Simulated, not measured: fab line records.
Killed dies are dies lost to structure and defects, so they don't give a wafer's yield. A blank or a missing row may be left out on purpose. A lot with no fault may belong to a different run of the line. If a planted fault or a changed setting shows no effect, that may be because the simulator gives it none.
fab line records :: flow berkeley-cmos170
[record]
  lots = 16
  wafers = 48
  last-day = 13
route steps=331 shown V1@263
lots untouched by any fault: they come from a run of this same line in which no faults occurred
start-h: hours from the record's opening day to when the first of the lot's shown wafers began :: wait-h: hours from the lot's prior step to this one :: " repeats the value in the row above :: L1.1+2: one row covering several wafers at once :: - either no value or no given start :: * or withheld: withheld :: < > ~ a bound
route shown NAME@n: a module of which the file shows steps, and the number in the route of the first :: usual: mean/standard deviation of fault-free wafers :: same: alike in all rows :: chamber/n: place in a boat :: sites: readings site by site :: _std_site: the values' standard deviation :: _edge_site: outer sites' mean less inner sites' :: radius-mm: how far each site lies from the wafer's centre :: mask NAME#n: copy n :: behind: tool/chamber where the wafer was last shaped :: hold: why the lot went on hold/how many hours it stayed there/how the hold came to an end :: device: whichever transistor did not switch (one of n, p or np) :: end of line: the same wafers' tests at the end of the route :: for a step that has no rows: nothing shown but its recipe :: killed: dies lost to structure and defects at the first sort, not the wafer's yield :: map: shows each die of a wafer: x if killed, . if not, _ if none is there
set.NAME: the run value of the setting; set.NAME@STEP: its run value at that earlier step :: model.NAME: the simulator's own value behind a step, which no gauge read
route steps across a sampled set of lots; one table per step, one row per wafer
services: the hour from which a tool's chamber was out of use, counted from the record's first day as start-h (under 0 if before that day), plus the number of hours and why
[[steps]]
[step UCB170_V1_EXPOSE_09]
[recipe]
  mask-id = VIA1
  target-cd-nm = 700
  na = 0.5
  sigma-outer = 0.6
  source-shape = conventional
  dose-mj = 37
[usual]
  focus-offset-nm = -0.1/0.56
  stage-vel-mm-s = 500.00/0.21
lot.wafer: L477.1
tool: krf-scanner-01
chamber: 0
start-h: 178.13
wait-h: 0.1
mask: VIA1#0
focus-offset-nm: -0.4
stage-vel-mm-s: 500.04

lot.wafer: L477.4
tool: krf-scanner-01
chamber: 0
start-h: 178.13
wait-h: 0.1
mask: VIA1#0
focus-offset-nm: 0.3
stage-vel-mm-s: 500.12

lot.wafer: L477.5
tool: krf-scanner-01
chamber: 0
start-h: 178.13
wait-h: 0.1
mask: VIA1#0
focus-offset-nm: 0.1
stage-vel-mm-s: 499.87

lot.wafer: L480.3
tool: krf-scanner-01
chamber: 0
start-h: 195.56
wait-h: 0.1
mask: VIA1#0
focus-offset-nm: -0.5
stage-vel-mm-s: 499.61

lot.wafer: L480.5
tool: krf-scanner-01
chamber: 0
start-h: 195.56
wait-h: 0.1
mask: VIA1#0
focus-offset-nm: 0.0
stage-vel-mm-s: 499.93

lot.wafer: L480.6
tool: krf-scanner-01
chamber: 0
start-h: 195.56
wait-h: 0.1
mask: VIA1#0
focus-offset-nm: 0.0
stage-vel-mm-s: 499.85

lot.wafer: L479.3
tool: krf-scanner-02
chamber: 0
start-h: 196.64
wait-h: 0.2
mask: VIA1#0
focus-offset-nm: 0.1
stage-vel-mm-s: 500.08

lot.wafer: L479.4
tool: krf-scanner-02
chamber: 0
start-h: 196.64
wait-h: 0.2
mask: VIA1#0
focus-offset-nm: 0.9
stage-vel-mm-s: 500.12

lot.wafer: L479.6
tool: krf-scanner-02
chamber: 0
start-h: 196.64
wait-h: 0.2
mask: VIA1#0
focus-offset-nm: 0.5
stage-vel-mm-s: 500.22

lot.wafer: L484.3
tool: krf-scanner-01
chamber: 0
start-h: 216.69
wait-h: 0.1
mask: VIA1#0
focus-offset-nm: -1.0
stage-vel-mm-s: 500.04

lot.wafer: L484.4
tool: krf-scanner-01
chamber: 0
start-h: 216.69
wait-h: 0.1
mask: VIA1#0
focus-offset-nm: -0.5
stage-vel-mm-s: 499.83

lot.wafer: L484.6
tool: krf-scanner-01
chamber: 0
start-h: 216.69
wait-h: 0.1
mask: VIA1#0
focus-offset-nm: -0.6
stage-vel-mm-s: 499.81

lot.wafer: L482.1
tool: krf-scanner-02
chamber: 0
start-h: 217.00
wait-h: 0.5
mask: VIA1#0
focus-offset-nm: -0.2
stage-vel-mm-s: 500.20

lot.wafer: L482.2
tool: krf-scanner-02
chamber: 0
start-h: 217.00
wait-h: 0.5
mask: VIA1#0
focus-offset-nm: 0.0
stage-vel-mm-s: 499.91

lot.wafer: L482.6
tool: krf-scanner-02
chamber: 0
start-h: 217.00
wait-h: 0.5
mask: VIA1#0
focus-offset-nm: -0.1
stage-vel-mm-s: 500.25

lot.wafer: L483.1
tool: krf-scanner-02
chamber: 0
start-h: 218.60
wait-h: 0.5
mask: VIA1#0
focus-offset-nm: -0.6
stage-vel-mm-s: 499.92

lot.wafer: L483.2
tool: krf-scanner-02
chamber: 0
start-h: 218.60
wait-h: 0.5
mask: VIA1#0
focus-offset-nm: -0.3
stage-vel-mm-s: 499.99

lot.wafer: L483.5
tool: krf-scanner-02
chamber: 0
start-h: 218.60
wait-h: 0.5
mask: VIA1#0
focus-offset-nm: -0.1
stage-vel-mm-s: 499.92

lot.wafer: L488.4
tool: krf-scanner-02
chamber: 0
start-h: 238.36
wait-h: 0.1
mask: VIA1#0
focus-offset-nm: 0.1
stage-vel-mm-s: 499.48

lot.wafer: L488.5
tool: krf-scanner-02
chamber: 0
start-h: 238.36
wait-h: 0.1
mask: VIA1#0
focus-offset-nm: -0.8
stage-vel-mm-s: 499.95

lot.wafer: L488.6
tool: krf-scanner-02
chamber: 0
start-h: 238.36
wait-h: 0.1
mask: VIA1#0
focus-offset-nm: -1.1
stage-vel-mm-s: 499.98

lot.wafer: L487.3
tool: krf-scanner-02
chamber: 0
start-h: 239.92
wait-h: 0.1
mask: VIA1#0
focus-offset-nm: -1.4
stage-vel-mm-s: 499.83

lot.wafer: L487.4
tool: krf-scanner-02
chamber: 0
start-h: 239.92
wait-h: 0.1
mask: VIA1#0
focus-offset-nm: -0.3
stage-vel-mm-s: 500.36

lot.wafer: L487.5
tool: krf-scanner-02
chamber: 0
start-h: 239.92
wait-h: 0.1
mask: VIA1#0
focus-offset-nm: 0.0
stage-vel-mm-s: 499.83

lot.wafer: L486.1
tool: krf-scanner-01
chamber: 0
start-h: 241.41
wait-h: 0.2
mask: VIA1#0
focus-offset-nm: -1.0
stage-vel-mm-s: 499.89

lot.wafer: L486.3
tool: krf-scanner-01
chamber: 0
start-h: 241.41
wait-h: 0.2
mask: VIA1#0
focus-offset-nm: 0.3
stage-vel-mm-s: 499.81

lot.wafer: L486.6
tool: krf-scanner-01
chamber: 0
start-h: 241.41
wait-h: 0.2
mask: VIA1#0
focus-offset-nm: 0.3
stage-vel-mm-s: 499.79

lot.wafer: L489.1
tool: krf-scanner-01
chamber: 0
start-h: 251.66
wait-h: 0.1
mask: VIA1#0
focus-offset-nm: -0.3
stage-vel-mm-s: 500.19

lot.wafer: L489.2
tool: krf-scanner-01
chamber: 0
start-h: 251.66
wait-h: 0.1
mask: VIA1#0
focus-offset-nm: -0.5
stage-vel-mm-s: 499.72

lot.wafer: L489.6
tool: krf-scanner-01
chamber: 0
start-h: 251.66
wait-h: 0.1
mask: VIA1#0
focus-offset-nm: -0.5
stage-vel-mm-s: 500.01

lot.wafer: L490.1
tool: krf-scanner-01
chamber: 0
start-h: 265.10
wait-h: 0.2
mask: VIA1#0
focus-offset-nm: 0.3
stage-vel-mm-s: 499.84

lot.wafer: L490.3
tool: krf-scanner-01
chamber: 0
start-h: 265.10
wait-h: 0.2
mask: VIA1#0
focus-offset-nm: -1.1
stage-vel-mm-s: 500.32

lot.wafer: L490.4
tool: krf-scanner-01
chamber: 0
start-h: 265.10
wait-h: 0.2
mask: VIA1#0
focus-offset-nm: -0.1
stage-vel-mm-s: 500.08

lot.wafer: L491.3
tool: krf-scanner-01
chamber: 0
start-h: 266.71
wait-h: 0.1
mask: VIA1#0
focus-offset-nm: -0.2
stage-vel-mm-s: 500.16

lot.wafer: L491.4
tool: krf-scanner-01
chamber: 0
start-h: 266.71
wait-h: 0.1
mask: VIA1#0
focus-offset-nm: 0.8
stage-vel-mm-s: 500.09

lot.wafer: L491.5
tool: krf-scanner-01
chamber: 0
start-h: 266.71
wait-h: 0.1
mask: VIA1#0
focus-offset-nm: 0.5
stage-vel-mm-s: 499.83

lot.wafer: L493.2
tool: krf-scanner-01
chamber: 0
start-h: 272.09
wait-h: 0.1
mask: VIA1#0
focus-offset-nm: 0.4
stage-vel-mm-s: 500.03

lot.wafer: L493.4
tool: krf-scanner-01
chamber: 0
start-h: 272.09
wait-h: 0.1
mask: VIA1#0
focus-offset-nm: -0.4
stage-vel-mm-s: 500.09

lot.wafer: L493.6
tool: krf-scanner-01
chamber: 0
start-h: 272.09
wait-h: 0.1
mask: VIA1#0
focus-offset-nm: 0.8
stage-vel-mm-s: 499.96

lot.wafer: L492.2
tool: krf-scanner-01
chamber: 0
start-h: 273.51
wait-h: 0.4
mask: VIA1#0
focus-offset-nm: -0.7
stage-vel-mm-s: 499.73

lot.wafer: L492.3
tool: krf-scanner-01
chamber: 0
start-h: 273.51
wait-h: 0.4
mask: VIA1#0
focus-offset-nm: -0.5
stage-vel-mm-s: 499.94

lot.wafer: L492.5
tool: krf-scanner-01
chamber: 0
start-h: 273.51
wait-h: 0.4
mask: VIA1#0
focus-offset-nm: -0.7
stage-vel-mm-s: 499.90

lot.wafer: L495.1
tool: krf-scanner-02
chamber: 0
start-h: 289.31
wait-h: 0.2
mask: VIA1#0
focus-offset-nm: -0.4
stage-vel-mm-s: 500.03

lot.wafer: L495.5
tool: krf-scanner-02
chamber: 0
start-h: 289.31
wait-h: 0.2
mask: VIA1#0
focus-offset-nm: 0.0
stage-vel-mm-s: 500.24

lot.wafer: L495.6
tool: krf-scanner-02
chamber: 0
start-h: 289.31
wait-h: 0.2
mask: VIA1#0
focus-offset-nm: 0.0
stage-vel-mm-s: 500.13

lot.wafer: L498.2
tool: krf-scanner-02
chamber: 0
start-h: 303.90
wait-h: 0.4
mask: VIA1#0
focus-offset-nm: 0.1
stage-vel-mm-s: 499.95

lot.wafer: L498.5
tool: krf-scanner-02
chamber: 0
start-h: 303.90
wait-h: 0.4
mask: VIA1#0
focus-offset-nm: -0.5
stage-vel-mm-s: 500.04

lot.wafer: L498.6
tool: krf-scanner-02
chamber: 0
start-h: 303.90
wait-h: 0.4
mask: VIA1#0
focus-offset-nm: -0.4
stage-vel-mm-s: 500.38
[step UCB170_V1_OVL_MEAS_13]
[usual]
  V1_OVL = -1/5.8
lot.wafer: L477.1
tool: overlay-02
chamber: -
start-h: 178.64
wait-h: 0.1
V1_OVL[nm]: 2

lot.wafer: L477.4
tool: overlay-02
chamber: -
start-h: 178.64
wait-h: 0.1
V1_OVL[nm]: 0

lot.wafer: L477.5
tool: overlay-02
chamber: -
start-h: 178.64
wait-h: 0.1
V1_OVL[nm]: 0

lot.wafer: L480.3
tool: overlay-01
chamber: -
start-h: 196.05
wait-h: 0.1
V1_OVL[nm]: 2

lot.wafer: L480.5
tool: overlay-01
chamber: -
start-h: 196.05
wait-h: 0.1
V1_OVL[nm]: 3

lot.wafer: L480.6
tool: overlay-01
chamber: -
start-h: 196.05
wait-h: 0.1
V1_OVL[nm]: 6

lot.wafer: L479.3
tool: overlay-01
chamber: -
start-h: 197.12
wait-h: 0.1
V1_OVL[nm]: 4

lot.wafer: L479.4
tool: overlay-01
chamber: -
start-h: 197.12
wait-h: 0.1
V1_OVL[nm]: 6

lot.wafer: L479.6
tool: overlay-01
chamber: -
start-h: 197.12
wait-h: 0.1
V1_OVL[nm]: 8

lot.wafer: L484.3
tool: overlay-01
chamber: -
start-h: 217.17
wait-h: 0.1
V1_OVL[nm]: -2

lot.wafer: L484.4
tool: overlay-01
chamber: -
start-h: 217.17
wait-h: 0.1
V1_OVL[nm]: 0

lot.wafer: L484.6
tool: overlay-01
chamber: -
start-h: 217.17
wait-h: 0.1
V1_OVL[nm]: -2

lot.wafer: L482.1
tool: overlay-02
chamber: -
start-h: 217.52
wait-h: 0.1
V1_OVL[nm]: -4

lot.wafer: L482.2
tool: overlay-02
chamber: -
start-h: 217.52
wait-h: 0.1
V1_OVL[nm]: -6

lot.wafer: L482.6
tool: overlay-02
chamber: -
start-h: 217.52
wait-h: 0.1
V1_OVL[nm]: -8

lot.wafer: L483.1
tool: overlay-02
chamber: -
start-h: 219.15
wait-h: 0.1
V1_OVL[nm]: -5

lot.wafer: L483.2
tool: overlay-02
chamber: -
start-h: 219.15
wait-h: 0.1
V1_OVL[nm]: -4

lot.wafer: L483.5
tool: overlay-02
chamber: -
start-h: 219.15
wait-h: 0.1
V1_OVL[nm]: -14

lot.wafer: L488.4
tool: overlay-02
chamber: -
start-h: 238.83
wait-h: 0.1
V1_OVL[nm]: -2

lot.wafer: L488.5
tool: overlay-02
chamber: -
start-h: 238.83
wait-h: 0.1
V1_OVL[nm]: 4

lot.wafer: L488.6
tool: overlay-02
chamber: -
start-h: 238.83
wait-h: 0.1
V1_OVL[nm]: 1

lot.wafer: L487.3
tool: overlay-02
chamber: -
start-h: 240.50
wait-h: 0.1
V1_OVL[nm]: 0

lot.wafer: L487.4
tool: overlay-02
chamber: -
start-h: 240.50
wait-h: 0.1
V1_OVL[nm]: 7

lot.wafer: L487.5
tool: overlay-02
chamber: -
start-h: 240.50
wait-h: 0.1
V1_OVL[nm]: -1

lot.wafer: L486.1
tool: overlay-02
chamber: -
start-h: 241.93
wait-h: 0.1
V1_OVL[nm]: 7

lot.wafer: L486.3
tool: overlay-02
chamber: -
start-h: 241.93
wait-h: 0.1
V1_OVL[nm]: -1

lot.wafer: L486.6
tool: overlay-02
chamber: -
start-h: 241.93
wait-h: 0.1
V1_OVL[nm]: 2

lot.wafer: L489.1
tool: overlay-02
chamber: -
start-h: 252.17
wait-h: 0.1
V1_OVL[nm]: 11

lot.wafer: L489.2
tool: overlay-02
chamber: -
start-h: 252.17
wait-h: 0.1
V1_OVL[nm]: 8

lot.wafer: L489.6
tool: overlay-02
chamber: -
start-h: 252.17
wait-h: 0.1
V1_OVL[nm]: 0

lot.wafer: L490.1
tool: overlay-02
chamber: -
start-h: 266.19
wait-h: 0.1
V1_OVL[nm]: 173

lot.wafer: L490.3
tool: overlay-02
chamber: -
start-h: 266.19
wait-h: 0.1
V1_OVL[nm]: 168

lot.wafer: L490.4
tool: overlay-02
chamber: -
start-h: 266.19
wait-h: 0.1
V1_OVL[nm]: 174

lot.wafer: L491.3
tool: overlay-02
chamber: -
start-h: 267.44
wait-h: 0.1
V1_OVL[nm]: 169

lot.wafer: L491.4
tool: overlay-02
chamber: -
start-h: 267.44
wait-h: 0.1
V1_OVL[nm]: 172

lot.wafer: L491.5
tool: overlay-02
chamber: -
start-h: 267.44
wait-h: 0.1
V1_OVL[nm]: 168

lot.wafer: L493.2
tool: overlay-02
chamber: -
start-h: 272.59
wait-h: 0.1
V1_OVL[nm]: 171

lot.wafer: L493.4
tool: overlay-02
chamber: -
start-h: 272.59
wait-h: 0.1
V1_OVL[nm]: 171

lot.wafer: L493.6
tool: overlay-02
chamber: -
start-h: 272.59
wait-h: 0.1
V1_OVL[nm]: 183

lot.wafer: L492.2
tool: overlay-02
chamber: -
start-h: 274.99
wait-h: 0.1
V1_OVL[nm]: 162

lot.wafer: L492.3
tool: overlay-02
chamber: -
start-h: 274.99
wait-h: 0.1
V1_OVL[nm]: 164

lot.wafer: L492.5
tool: overlay-02
chamber: -
start-h: 274.99
wait-h: 0.1
V1_OVL[nm]: 174

lot.wafer: L495.1
tool: overlay-01
chamber: -
start-h: 289.82
wait-h: 0.1
V1_OVL[nm]: -2

lot.wafer: L495.5
tool: overlay-01
chamber: -
start-h: 289.82
wait-h: 0.1
V1_OVL[nm]: -1

lot.wafer: L495.6
tool: overlay-01
chamber: -
start-h: 289.82
wait-h: 0.1
V1_OVL[nm]: 5

lot.wafer: L498.2
tool: overlay-01
chamber: -
start-h: 304.60
wait-h: 0.1
V1_OVL[nm]: -10

lot.wafer: L498.5
tool: overlay-01
chamber: -
start-h: 304.60
wait-h: 0.1
V1_OVL[nm]: -8

lot.wafer: L498.6
tool: overlay-01
chamber: -
start-h: 304.60
wait-h: 0.1
V1_OVL[nm]: -10
[[services]]
tool: krf-scanner-02
chamber: -
start-h: 171.71
hours: 0.8
kind: pm

tool: krf-scanner-02
chamber: 0
start-h: 174.37
hours: -
kind: calibration

tool: krf-scanner-01
chamber: -
start-h: 175.98
hours: 0.8
kind: pm

tool: krf-scanner-02
chamber: -
start-h: 184.67
hours: 1.3
kind: pm

tool: krf-scanner-01
chamber: 0
start-h: 239.61
hours: -
kind: calibration

tool: krf-scanner-02
chamber: -
start-h: 258.97
hours: 1.0
kind: pm

tool: krf-scanner-01
chamber: -
start-h: 272.19
hours: 1.3
kind: pm

tool: krf-scanner-01
chamber: -
start-h: 291.11
hours: 0.3
kind: repair
[[key]]
[first-sign]
  step = UCB170_V1_OVL_MEAS_13
  reading = V1_OVL
  direction = up
  sigmas = 29
  usual = -1
  struck = 171
effect none on later readings
met-at UCB170_V1_EXPOSE_09
struck-lots L490,L491,L492,L493
onset-between 251.66 265.10
[fault]
  kind = scanner-matching-overlay
  tool = krf-scanner-01
  chamber = -
  onset-h = 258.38
  steps = UCB170_V1_EXPOSE_09
  offset = 173.03
